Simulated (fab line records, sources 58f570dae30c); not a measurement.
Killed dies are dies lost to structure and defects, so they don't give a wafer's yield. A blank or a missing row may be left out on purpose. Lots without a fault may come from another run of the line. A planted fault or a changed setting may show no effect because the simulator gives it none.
A struck lot beside a sound one | flow berkeley_cmos170 | 44 steps out of a route of 331
Sound: wafers L210.1, L210.2, L210.5. Struck: wafers L228.3, L228.5. (L228.1 of the same lot was not struck and is left out.) The cause comes at the end.
At each step with rows: each side's tool, then ch and its chambers, then its first start. Under that, the readings that differ: sound wafers | struck wafers | difference of the means | sigmas: that difference in standard deviations of wafers without a fault.
alike: readings whose means differ by less than 2 such deviations, and words and numbers that are the same on both sides. not compared: withheld readings, readings that some wafer has no value for, bounds like >300 that may hide the same value, and numbers for which the record gives no deviation and whose values overlap.
The two part at a step that has a row with sigmas, a row that says differs or no value, or rows on one side only. Numbers that don't overlap but have no deviation are shown without sigmas and don't part them. A reading that every wafer of one side lacks parts them only if that side has two wafers or more.

first, 6 steps without rows for these wafers: UCB170_V1_HMDS_06 (prime time 60 s); UCB170_V1_COAT_07 (resist thk 900 nm); UCB170_V1_SOFTBAKE_08 (time 60 s); UCB170_V1_EXPOSE_09 (exposes mask VIA1, target cd 700 nm); UCB170_V1_PEB_10; UCB170_V1_DEVELOP_11 (develop time 45 s).
UCB170_V1_CD_MEAS_12: target cd 700 nm.
  sound on cd_sem-01, day 7 07:45; struck on cd_sem-02, day 11 04:26
  alike: cd_nm
UCB170_V1_OVL_MEAS_13:
  sound on overlay-02, day 7 07:52; struck on overlay-02, day 11 04:34
  reading     | sound | struck  | difference | sigmas
  V1_OVL (nm) | 5 7 9 | -11 -12 | -18        | -3
UCB170_V1_ETCH_14: etches SiO2 in CHF3/CF4/Ar, stops on Al, target depth 1250 nm, time 301.1 s.
  sound on rie_diel-01 ch 0,1,2, day 7 07:54; struck on rie_diel-01 ch 3, day 11 04:35
  alike: chamber_pressure_mTorr, drypump_motor_current_A, oes_product_au, throttle_valve_pct
  not compared: rf_hours_counter_h
then, 1 step without rows for these wafers: UCB170_V1_STRIP_15 (strips in O2).
UCB170_V1_CD_MEAS_90: target cd 700 nm.
  sound on cd_sem-01, day 7 08:11; struck on cd_sem-02, day 11 04:52
  alike: cd_nm
then, 1 step without rows for these wafers: UCB170_M2_PRE_CLEAN_00 (preclean etch time 60 s).
UCB170_M2_SPUTTER_01: material Al, target thk 900 nm, time 120 s.
  sound on pvd_sputter-04, day 7 08:22; struck on pvd_sputter-02, day 11 05:04
  reading                               | sound           | struck      | difference | sigmas
  throttle_valve_pct (%)                | 28.7 30.7 28.6  | 31.4 31.3   | +2.0       | +2
  model.Al_of_M2_SPUTTER_01.thk_nm (nm) | 898.9 891.9 905 | 835.5 835.6 | -63.1      |
  alike: cathode_dc_power_W
UCB170_M2_RS_MEAS_02: measures by four-point-probe.
  sound on film_metro-01, day 7 08:27; struck on film_metro-04, day 11 05:08
  reading           | sound                | struck        | difference | sigmas
  M2_AL_RS (ohm/sq) | 0.0322 0.0325 0.0320 | 0.0347 0.0347 | +0.0025    | +8
UCB170_M2_THK_MEAS_03: measures by xrf.
  sound on film_metro-01, day 7 08:34; struck on film_metro-04, day 11 05:16
  reading        | sound       | struck  | difference | sigmas
  M2_AL_THK (nm) | 912 908 916 | 846 844 | -67        | -7
then, 3 steps without rows for these wafers: UCB170_M2_HMDS_04 (prime time 60 s); UCB170_M2_COAT_05 (resist thk 900 nm); UCB170_M2_SOFTBAKE_06 (time 60 s).
UCB170_M2_STRIP_07: strips in O2.
  sound on plasma_asher-03 ch 0,1, day 7 09:16; struck on plasma_asher-01 ch 1, day 11 05:57
  alike: chamber_pressure_mTorr, drypump_motor_current_A, oes_product_au, strip_time_to_endpoint_s
  not compared: rf_hours_counter_h
then, 7 steps without rows for these wafers: UCB170_M2_STRIP_08 (strips KrF in DMSO, time 600 s); UCB170_M2_COAT_09; UCB170_M2_COAT_10 (resist thk 900 nm); UCB170_M2_SOFTBAKE_11 (time 60 s); UCB170_M2_EXPOSE_12 (exposes mask METAL2, target cd 700 nm); UCB170_M2_PEB_13; UCB170_M2_DEVELOP_14 (develop time 45 s).
UCB170_M2_CD_MEAS_15: target cd 700 nm.
  sound on cd_sem-02, day 7 12:44; struck on cd_sem-01, day 11 07:30
  alike: cd_nm
UCB170_M2_OVL_MEAS_16:
  sound on overlay-01, day 7 12:52; struck on overlay-02, day 11 07:37
  alike: M2_OVL
UCB170_M2_ETCH_17: etches BARC in N2/H2.
  sound on rie_diel-03 ch 2,3, day 7 12:54; struck on rie_diel-03 ch 1,3, day 11 07:40
  alike: chamber_pressure_mTorr, drypump_motor_current_A, oes_product_au, throttle_valve_pct
UCB170_M2_METAL_ETCH_18: etches Al in Cl2/BCl3, stops on SiO2, target depth 1170 nm, time 201.3 s.
  sound on rie_metal-03 ch 0,1, day 7 12:56; struck on rie_metal-03 ch 0, day 11 07:42
  alike: chamber_pressure_mTorr, drypump_motor_current_A, he_backside_leak_sccm, oes_product_au, throttle_valve_pct
  not compared: rf_hours_counter_h
then, 1 step without rows for these wafers: UCB170_M2_STRIP_19 (strips in O2).
UCB170_M2_CD_MEAS_90: target cd 700 nm.
  sound on cd_sem-01, day 7 13:14; struck on cd_sem-01, day 11 07:59
  alike: cd_nm
then, 1 step without rows for these wafers: UCB170_V2_CVD_00 (deposits SiO2 from TEOS/O2, target thk 2000 nm, time 250 s).
UCB170_V2_THK_MEAS_01:
  sound on film_metro-04, day 7 13:30; struck on film_metro-01, day 11 08:16
  alike: V2_TEOS_THK
UCB170_V2_CMP_02: polishes SiO2.
  sound on cmp-01 ch 0,1,3, day 7 13:37; struck on cmp-02 ch 0,2, day 11 08:29
  alike: motor_current_A, retaining_ring_pressure_frac, slurry_filter_dp_kPa
UCB170_V2_BOW_MEAS_03:
  sound on film_metro-02, day 7 13:52; struck on film_metro-04, day 11 08:44
  alike: V2_BOW
UCB170_V2_THK_MEAS_04:
  sound on film_metro-02, day 7 13:59; struck on film_metro-04, day 11 08:52
  alike: V2_POLISHED_THK
then, 5 steps without rows for these wafers: UCB170_V2_CLEAN_05 (cleans in DIW); UCB170_V2_HMDS_06 (prime time 60 s); UCB170_V2_COAT_07 (resist thk 900 nm); UCB170_V2_SOFTBAKE_08 (time 60 s); UCB170_V2_EXPOSE_09 (exposes mask VIA2, target cd 700 nm).
UCB170_V2_ETCH_14: etches SiO2 in CHF3/CF4/Ar, stops on Al, target depth 1250 nm, time 291 s.
  sound on rie_diel-02 ch 1,2,3, day 7 15:50; struck on rie_diel-03 ch 0,1, day 11 11:02
  reading                               | sound             | struck      | difference | sigmas
  model.Al_of_M2_SPUTTER_01.thk_nm (nm) | 898.9 891.8 904.9 | 835.2 835.3 | -63.3      |
  alike: chamber_pressure_mTorr, drypump_motor_current_A, oes_product_au, throttle_valve_pct
  not compared: rf_hours_counter_h
UCB170_M3_PROBE_99:
  the record has rows for the struck wafers here (prober-02, day 11 15:26) and none for the sound ones

WHERE THEY PART
First at UCB170_V1_OVL_MEAS_13; last, within this record, at UCB170_M3_PROBE_99.

WHY: what the simulator had put in
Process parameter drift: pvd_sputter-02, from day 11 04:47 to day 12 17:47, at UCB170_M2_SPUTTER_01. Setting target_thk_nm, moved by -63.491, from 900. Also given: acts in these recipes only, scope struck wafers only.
